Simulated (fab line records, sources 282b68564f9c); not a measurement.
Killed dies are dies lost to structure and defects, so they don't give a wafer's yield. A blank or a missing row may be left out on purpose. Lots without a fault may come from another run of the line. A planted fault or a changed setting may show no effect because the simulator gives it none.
One fault seen from 2 desks | flow rit_cmos | each desk has only its own numbers; what lay behind them comes last

THE METROLOGY DESK
What the gauges read, lot by lot, whatever tool the lot ran on: means of the sampled wafers that have a number. A lot is out of limits, marked OUT, if its mean lies more than 4 standard deviations from the usual mean; the brackets give that distance.
Columns: A = INCOMING_BOW at RIT_ACTIVE_BOW_MEAS_00, usual 0 um; B = PWELL_OVL at RIT_PWELL_OVL_MEAS_06, usual 0.1 nm
lot  | first seen here | A  | B
L767 | day 1 10:00     | 1  | 0.6
L769 | day 1 20:02     | 3  | -0.9
L771 | day 2 06:00     | -8 | -1.7
L772 | day 2 11:04     | -3 | 2.2
L773 | day 2 16:00     | 0  | -1.2
L774 | day 2 21:02     | 0  | 2.3
L776 | day 3 07:00     | -1 | 1.0
L777 | day 3 12:00     | 6  | -2.8
L778 | day 3 17:00     | -1 | -0.7
L785 | day 5 04:00     | 3  | -0.2
L788 | day 5 19:00     | 2  | 0.6
L789 | day 6 00:05     | 5  | 0.0
L790 | day 6 05:01     | -4 | 3.3
This desk's finding: nothing out of limits on any of the 13 lots.

THE TOOL OWNER'S DESK: plasma_asher-02
The tool's own readings at RIT_PRETRO_STRIP_09 (strips in O2, time 180 s): means of the sampled wafers that have a number, for each lot that ran on this tool. A lot is out of limits, marked OUT, if its mean lies more than 4 standard deviations from the usual mean; the brackets give that distance.
Columns: A = drypump_motor_current_A at RIT_PRETRO_STRIP_09, usual 5.9 A; B = run_length_s at RIT_PRETRO_STRIP_09, usual 208.4 s
lot  | first seen here | A   | B
L767 | day 2 10:37     | 5.9 | 208.3
L771 | day 3 11:58     | 5.9 | 208.5
L773 | day 3 18:53     | 6.3 | 208.8
L774 | day 4 01:00     | 6.1 | 208.5
L778 | day 4 18:50     | 5.9 | 27.1 (-99 or more) OUT
L789 | day 7 00:55     | 5.9 | 208.5
L790 | day 7 05:41     | 5.7 | 208.3
This desk's finding: out of limits on L778; first on L778, day 4 18:50 (run_length_s at RIT_PRETRO_STRIP_09). In limits: L767, L771, L773, L774, L789, L790.

PUT TOGETHER
The tool owner's desk could have raised an alarm at day 4 18:50, on L778.
The metrology desk saw nothing out of limits.
The metrology desk has L778 on record, within its limits.
Of the lots named, all ran RIT_PRETRO_STRIP_09 on plasma_asher-02.

WHAT THE SIMULATOR HAD PUT IN
Strip aborted: plasma_asher-02, from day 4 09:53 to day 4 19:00, at RIT_PRETRO_STRIP_09. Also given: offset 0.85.
Lots struck among those shown: L778.
Hours from the fault's start to each desk's first reading out of limits: the tool owner's desk, 9.
